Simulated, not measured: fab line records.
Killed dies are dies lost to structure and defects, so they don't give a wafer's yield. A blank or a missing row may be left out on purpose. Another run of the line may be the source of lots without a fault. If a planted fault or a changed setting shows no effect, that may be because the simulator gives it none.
fab line records + flow berkeleyCmos170
[record]
- lots = 14
- wafers = 42
- lastDay = 12
route steps=331 shown NSD@191 SDANNEAL@204 CONTACT@232 M2@285
lots untouched by any fault: they come from a run of this same line in which no faults occurred
startH: hours from the record's opening day to when the first of the lot's shown wafers began + waitH: hours since the lot's step before + " unchanged from the row above + L1.1+2: a single row standing in for several wafers + - no value, or no start given + * or withheld: withheld + < > ~ a bound
route shown NAME@n: NAME is a module with steps in the file, n the number in the route of the first one + usual: the fault-free wafers' mean and standard deviation + same: alike in all rows + chamber/n: place in a boat + sites: per-site readings + _std_site: their standard deviation + _edge_site: mean of outer sites minus mean of inner sites + radiusMm: how far each site lies from the wafer's centre + mask NAME#n: copy n + behind: tool/chamber where the wafer was last shaped + hold: why the lot went on hold/how many hours it stayed there/how the hold came to an end + device: the n, p or np transistor that did not switch + end of line: tests run on the same wafers once the route is complete + step lacking rows: just its recipe + killed: at the first sort, the dies lost to defects and structure; wafer yield is something else + map: a wafer's dies, marking killed ones x, the rest . and places with no die _
set.NAME: the setting the step ran with; set.NAME@STEP: the setting that earlier step ran with + model.NAME: the simulator's own value behind a step, which no gauge read
steps of the route over a sample of lots; a table a step, a row a wafer
services: when a tool's chamber went out of use (startH, in hours from the record's first day, below 0 if earlier), for how many hours, and the reason
[[steps]]
[step UCB170_NSD_PEB_04]
[recipe]
- pebTempC = 130
- pebTimeS = withheld
- resist = KrF
[usual]
- plateSensorTCentreC = 131.41/0.0095
- plateSensorTEdgeC = 131.53/0.0094
| lot.wafer | tool          | chamber | startH | waitH | plateSensorTCentreC | plateSensorTEdgeC |
|-----------|---------------|---------|--------|-------|---------------------|-------------------|
| L310.1    | lithoTrack-03 | 0       | 162.02 | 0.8   | 131.4               | 131.53            |
| L310.2    | "             | 0       | "      | "     | 131.4               | 131.56            |
| L310.4    | "             | 0       | "      | "     | 131.39              | 131.52            |
| L314.1    | lithoTrack-03 | 0       | 178.13 | 0.1   | 131.41              | 131.52            |
| L314.2    | "             | 0       | "      | "     | 131.4               | 131.53            |
| L314.6    | "             | 0       | "      | "     | 131.41              | 131.53            |
| L313.2    | lithoTrack-03 | 0       | 178.88 | 0.6   | 131.41              | 131.53            |
| L313.4    | "             | 0       | "      | "     | 131.42              | 131.53            |
| L313.6    | "             | 0       | "      | "     | 131.41              | 131.52            |
| L315.1    | lithoTrack-02 | 0       | 193.52 | 0.1   | 131.42              | 131.54            |
| L315.5    | "             | 0       | "      | "     | 131.42              | 131.52            |
| L315.6    | "             | 0       | "      | "     | 131.41              | 131.53            |
| L317.2    | lithoTrack-01 | 0       | 193.76 | 0.1   | 131.4               | 131.54            |
| L317.4    | "             | 0       | "      | "     | 131.41              | 131.53            |
| L317.6    | "             | 0       | "      | "     | 131.41              | 131.54            |
| L316.1    | lithoTrack-02 | 0       | 195.88 | 0.1   | 131.41              | 131.55            |
| L316.3    | "             | 0       | "      | "     | 131.4               | 131.51            |
| L316.6    | "             | 0       | "      | "     | 131.41              | 131.54            |
| L320.1    | lithoTrack-03 | 0       | 212.45 | 0.1   | 131.41              | 131.54            |
| L320.3    | "             | 0       | "      | "     | 131.42              | 131.55            |
| L320.5    | "             | 0       | "      | "     | 131.4               | 131.53            |
| L319.4    | lithoTrack-01 | 0       | 212.97 | 0.1   | 131.41              | 131.53            |
| L319.5    | "             | 0       | "      | "     | 131.41              | 131.54            |
| L319.6    | "             | 0       | "      | "     | 131.43              | 131.54            |
| L329.1    | lithoTrack-03 | 0       | 263.94 | 0.3   | 131.39              | 131.54            |
| L329.4    | "             | 0       | "      | "     | 131.4               | 131.53            |
| L329.6    | "             | 0       | "      | "     | 131.42              | 131.54            |
| L331.1    | lithoTrack-01 | 0       | 264.39 | 0.4   | 131.4               | 131.54            |
| L331.2    | "             | 0       | "      | "     | 131.41              | 131.52            |
| L331.6    | "             | 0       | "      | "     | 131.42              | 131.54            |
| L328.2    | lithoTrack-02 | 0       | 264.66 | 0.3   | 131.41              | 131.53            |
| L328.4    | "             | 0       | "      | "     | 131.41              | 131.54            |
| L328.6    | "             | 0       | "      | "     | 131.4               | 131.52            |
| L330.3    | lithoTrack-03 | 0       | 264.82 | 0.2   | 131.41              | 131.53            |
| L330.4    | "             | 0       | "      | "     | 131.39              | 131.53            |
| L330.6    | "             | 0       | "      | "     | 131.41              | 131.52            |
| L332.2    | lithoTrack-03 | 0       | 269.12 | 0.1   | 131.41              | 131.52            |
| L332.3    | "             | 0       | "      | "     | 131.4               | 131.53            |
| L332.6    | "             | 0       | "      | "     | 131.41              | 131.55            |
| L333.1    | lithoTrack-03 | 0       | 270.24 | 0.3   | 131.41              | 131.52            |
| L333.5    | "             | 0       | "      | "     | 131.42              | 131.54            |
| L333.6    | "             | 0       | "      | "     | 131.4               | 131.52            |
[step UCB170_SDANNEAL_RTA_00]
[recipe]
- tempC = 900
- timeS = 10
- ambient = N2
[usual]
- annealTempCMax = 904.0/0.8
- lampPowerPct = 24.5/1.7
- wafer_temp_C_max = 903.1/0.61
| lot.wafer | tool         | chamber | startH | waitH | annealTempCMax | lampPowerPct | wafer_temp_C_max |
|-----------|--------------|---------|--------|-------|----------------|--------------|------------------|
| L310.1    | rtpAnneal-01 | 0       | 165.08 | 0.0   | 903.2          | 22.6         | 902.6            |
| L310.2    | "            | 0       | "      | "     | 903.2          | 22.6         | 904.6            |
| L310.4    | "            | 0       | "      | "     | 906.2          | 22.6         | 902.4            |
| L314.1    | rtpAnneal-01 | 0       | 179.87 | 0.0   | 904.6          | 22.7         | 902.8            |
| L314.2    | "            | 0       | "      | "     | 905.2          | 22.7         | 903.1            |
| L314.6    | "            | 0       | "      | "     | 904.6          | 22.6         | 902.2            |
| L313.2    | rtpAnneal-01 | 0       | 180.51 | 0.0   | 904.7          | 22.7         | 903.2            |
| L313.4    | "            | 0       | "      | "     | 903.7          | 22.7         | 903.4            |
| L313.6    | "            | 0       | "      | "     | 904.9          | 22.6         | 904.3            |
| L315.1    | rtpAnneal-02 | 0       | 197.44 | 0.0   | 903.5          | 26.0         | 902.7            |
| L315.5    | "            | 0       | "      | "     | 903.5          | 26.0         | 903.4            |
| L315.6    | "            | 0       | "      | "     | 903.4          | 26.0         | 903.1            |
| L317.2    | rtpAnneal-02 | 0       | 197.58 | 0.1   | 905.3          | 26.0         | 903.2            |
| L317.4    | "            | 0       | "      | "     | 903.1          | 26.0         | 903.1            |
| L317.6    | "            | 0       | "      | "     | 904.2          | 26.0         | 902.3            |
| L316.1    | rtpAnneal-02 | 0       | 198.16 | 0.0   | 903.8          | 26.0         | 903.1            |
| L316.3    | "            | 0       | "      | "     | 902.9          | 26.0         | 902.9            |
| L316.6    | "            | 0       | "      | "     | 903.9          | 26.0         | 903.4            |
| L320.1    | rtpAnneal-02 | 0       | 214.25 | 0.0   | 903.2          | 26.0         | 902.8            |
| L320.3    | "            | 0       | "      | "     | 903.9          | 26.1         | 902.4            |
| L320.5    | "            | 0       | "      | "     | 902.7          | 26.0         | 902.1            |
| L319.4    | rtpAnneal-02 | 0       | 214.69 | 0.0   | 903.1          | 26.0         | 902.2            |
| L319.5    | "            | 0       | "      | "     | 903.6          | 26.0         | 903.0            |
| L319.6    | "            | 0       | "      | "     | 903.7          | 26.0         | 901.7            |
| L329.1    | rtpAnneal-01 | 0       | 268.19 | 0.0   | 903.5          | 22.7         | 903.9            |
| L329.4    | "            | 0       | "      | "     | 903.7          | 22.6         | 902.6            |
| L329.6    | "            | 0       | "      | "     | 904.1          | 22.6         | 903.6            |
| L328.2    | rtpAnneal-01 | 0       | 268.55 | 0.0   | 904.9          | 22.6         | 902.4            |
| L328.4    | "            | 0       | "      | "     | 903.2          | 22.7         | 903.0            |
| L328.6    | "            | 0       | "      | "     | 903.3          | 22.7         | 903.4            |
| L330.3    | rtpAnneal-02 | 0       | 268.55 | 0.0   | 904.0          | 26.0         | 904.2            |
| L330.4    | "            | 0       | "      | "     | 903.8          | 26.0         | 902.4            |
| L330.6    | "            | 0       | "      | "     | 903.2          | 26.0         | 902.0            |
| L331.1    | rtpAnneal-02 | 0       | 268.71 | 0.0   | 904.5          | 26.0         | 902.5            |
| L331.2    | "            | 0       | "      | "     | 903.6          | 26.0         | 903.0            |
| L331.6    | "            | 0       | "      | "     | 904.1          | 26.0         | 902.6            |
| L332.2    | rtpAnneal-01 | 0       | 270.93 | 0.0   | 904.0          | 22.6         | 903.5            |
| L332.3    | "            | 0       | "      | "     | 904.1          | 22.7         | 903.1            |
| L332.6    | "            | 0       | "      | "     | 905.1          | 22.7         | 903.6            |
| L333.1    | rtpAnneal-01 | 0       | 271.91 | 0.0   | 905.1          | 22.7         | 902.5            |
| L333.5    | "            | 0       | "      | "     | 905.8          | 22.6         | 903.9            |
| L333.6    | "            | 0       | "      | "     | 903.6          | 22.6         | 903.7            |
[step UCB170_CONTACT_OVL_MEAS_16]
[usual]
- CONTACT_OVL = 4/5.5
| lot.wafer | tool       | chamber | startH | waitH | CONTACT_OVL[nm] |
|-----------|------------|---------|--------|-------|-----------------|
| L310.1    | overlay-01 | -       | 170.34 | 0.1   | 10              |
| L310.2    | "          | -       | "      | "     | 7               |
| L310.4    | "          | -       | "      | "     | 3               |
| L314.1    | overlay-01 | -       | 184.62 | 0.1   | 9               |
| L314.2    | "          | -       | "      | "     | 9               |
| L314.6    | "          | -       | "      | "     | 2               |
| L313.2    | overlay-02 | -       | 186.86 | 0.1   | 13              |
| L313.4    | "          | -       | "      | "     | 16              |
| L313.6    | "          | -       | "      | "     | 4               |
| L315.1    | overlay-01 | -       | 202.19 | 0.1   | 9               |
| L315.5    | "          | -       | "      | "     | 3               |
| L315.6    | "          | -       | "      | "     | -4              |
| L317.2    | overlay-01 | -       | 203.31 | 0.1   | 1               |
| L317.4    | "          | -       | "      | "     | 6               |
| L317.6    | "          | -       | "      | "     | 1               |
| L316.1    | overlay-02 | -       | 203.82 | 0.1   | 7               |
| L316.3    | "          | -       | "      | "     | 11              |
| L316.6    | "          | -       | "      | "     | 5               |
| L320.1    | overlay-02 | -       | 219.27 | 0.1   | 4               |
| L320.3    | "          | -       | "      | "     | 9               |
| L320.5    | "          | -       | "      | "     | 9               |
| L319.4    | overlay-01 | -       | 220.95 | 0.1   | -11             |
| L319.5    | "          | -       | "      | "     | -4              |
| L319.6    | "          | -       | "      | "     | -6              |
| L329.1    | overlay-02 | -       | 273.86 | 0.1   | -5              |
| L329.4    | "          | -       | "      | "     | 6               |
| L329.6    | "          | -       | "      | "     | 4               |
| L330.3    | overlay-01 | -       | 274.62 | 0.1   | 8               |
| L330.4    | "          | -       | "      | "     | 15              |
| L330.6    | "          | -       | "      | "     | 0               |
| L328.2    | overlay-02 | -       | 274.82 | 0.1   | 7               |
| L328.4    | "          | -       | "      | "     | 15              |
| L328.6    | "          | -       | "      | "     | 8               |
| L331.1    | overlay-02 | -       | 275.06 | 0.1   | -1              |
| L331.2    | "          | -       | "      | "     | -9              |
| L331.6    | "          | -       | "      | "     | -5              |
| L332.2    | overlay-02 | -       | 276.20 | 0.1   | 7               |
| L332.3    | "          | -       | "      | "     | 5               |
| L332.6    | "          | -       | "      | "     | 6               |
| L333.1    | overlay-01 | -       | 278.29 | 0.1   | -2              |
| L333.5    | "          | -       | "      | "     | -6              |
| L333.6    | "          | -       | "      | "     | -3              |
[step UCB170_M2_DEVELOP_14]
[recipe]
- developer = TMAH
- developTimeS = 45
- resist = KrF
- devTempC = 21
[usual]
- chillPlateTempC = 23.00/0.094
- developTimeS = 45/0
| lot.wafer | tool          | chamber | startH | waitH | chillPlateTempC | developTimeS |
|-----------|---------------|---------|--------|-------|-----------------|--------------|
| L310.1    | lithoTrack-04 | 0       | 178    | -     | 23.09           | 45           |
| L310.2    | "             | 0       | "      | "     | 23.15           | 45           |
| L310.4    | "             | 0       | "      | "     | 23.04           | 45           |
| L314.1    | lithoTrack-01 | 0       | 193    | -     | 23.11           | 45           |
| L314.2    | "             | 0       | "      | "     | 22.99           | 45           |
| L314.6    | "             | 0       | "      | "     | 23.14           | 45           |
| L313.2    | lithoTrack-03 | 0       | 197    | -     | 23.09           | 45           |
| L313.4    | "             | 0       | "      | "     | 23.25           | 45           |
| L313.6    | "             | 0       | "      | "     | 23.06           | 45           |
| L315.1    | lithoTrack-03 | 0       | 210    | -     | 22.87           | 45           |
| L315.5    | "             | 0       | "      | "     | 22.82           | 45           |
| L315.6    | "             | 0       | "      | "     | 22.93           | 45           |
| L317.2    | lithoTrack-04 | 0       | 211    | -     | 22.86           | 45           |
| L317.4    | "             | 0       | "      | "     | 23.12           | 45           |
| L317.6    | "             | 0       | "      | "     | 22.91           | 45           |
| L316.1    | lithoTrack-03 | 0       | 212    | -     | 23.11           | 45           |
| L316.3    | "             | 0       | "      | "     | 22.90           | 45           |
| L316.6    | "             | 0       | "      | "     | 23.07           | 45           |
| L320.1    | lithoTrack-04 | -       | 232    | -     | -               | -            |
| L320.3    | "             | -       | "      | "     | -               | -            |
| L320.5    | "             | -       | "      | "     | -               | -            |
| L319.4    | lithoTrack-04 | -       | 232    | -     | -               | -            |
| L319.5    | "             | -       | "      | "     | -               | -            |
| L319.6    | "             | -       | "      | "     | -               | -            |
| L329.1    | lithoTrack-04 | 0       | 284    | -     | 23.03           | 45           |
| L329.4    | "             | 0       | "      | "     | 23.01           | 45           |
| L329.6    | "             | 0       | "      | "     | 22.87           | 45           |
| L330.3    | lithoTrack-03 | 0       | 285    | -     | 22.94           | 45           |
| L330.4    | "             | 0       | "      | "     | 23.02           | 45           |
| L330.6    | "             | 0       | "      | "     | 22.94           | 45           |
| L328.2    | lithoTrack-04 | 0       | 286    | -     | 22.92           | 45           |
| L328.4    | "             | 0       | "      | "     | 23.02           | 45           |
| L328.6    | "             | 0       | "      | "     | 22.89           | 45           |
| L331.1    | lithoTrack-01 | 0       | 286    | -     | 23.10           | 45           |
| L331.2    | "             | 0       | "      | "     | 23.02           | 45           |
| L331.6    | "             | 0       | "      | "     | 22.96           | 45           |
| L332.2    | lithoTrack-03 | 0       | 286    | -     | 22.91           | 45           |
| L332.3    | "             | 0       | "      | "     | 22.88           | 45           |
| L332.6    | "             | 0       | "      | "     | 22.92           | 45           |
| L333.1    | lithoTrack-04 | 0       | 288    | -     | 23.06           | 45           |
| L333.5    | "             | 0       | "      | "     | 22.87           | 45           |
| L333.6    | "             | 0       | "      | "     | 22.74           | 45           |
[[services]]
| tool         | chamber | startH | hours | kind |
|--------------|---------|--------|-------|------|
| rtpAnneal-01 | -       | 197.39 | 4.6   | pm   |
[[key]]
[firstSign]
- step = UCB170_M2_DEVELOP_14
- reading = toolRecord
- direction = missing
effect none on later readings
metAt UCB170_M2_DEVELOP_14
struckLots L319,L320
laterRowsLeftOut L319.4,L319.5,L319.6,L320.1,L320.3,L320.5
sortLeftOut L319.4,L319.5,L319.6,L320.1,L320.3,L320.5
notActingAt UCB170_NSD_PEB_04,UCB170_SDANNEAL_RTA_00,UCB170_CONTACT_OVL_MEAS_16
onsetBetween 211 232
[fault]
- kind = skippedStepWhole
- tool = lithoTrack-04
- chamber = -
- onsetH = 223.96
- steps = UCB170_M2_DEVELOP_14
- scope = struckLotsOnly
// sortLeftOut: the simulated sort isn't trusted on such a fault, so these wafers' sort isn't shown, and their yield isn't known
// laterRowsLeftOut: the simulator's readings of these wafers behind a module that went badly wrong aren't trusted and aren't shown, but for the sort
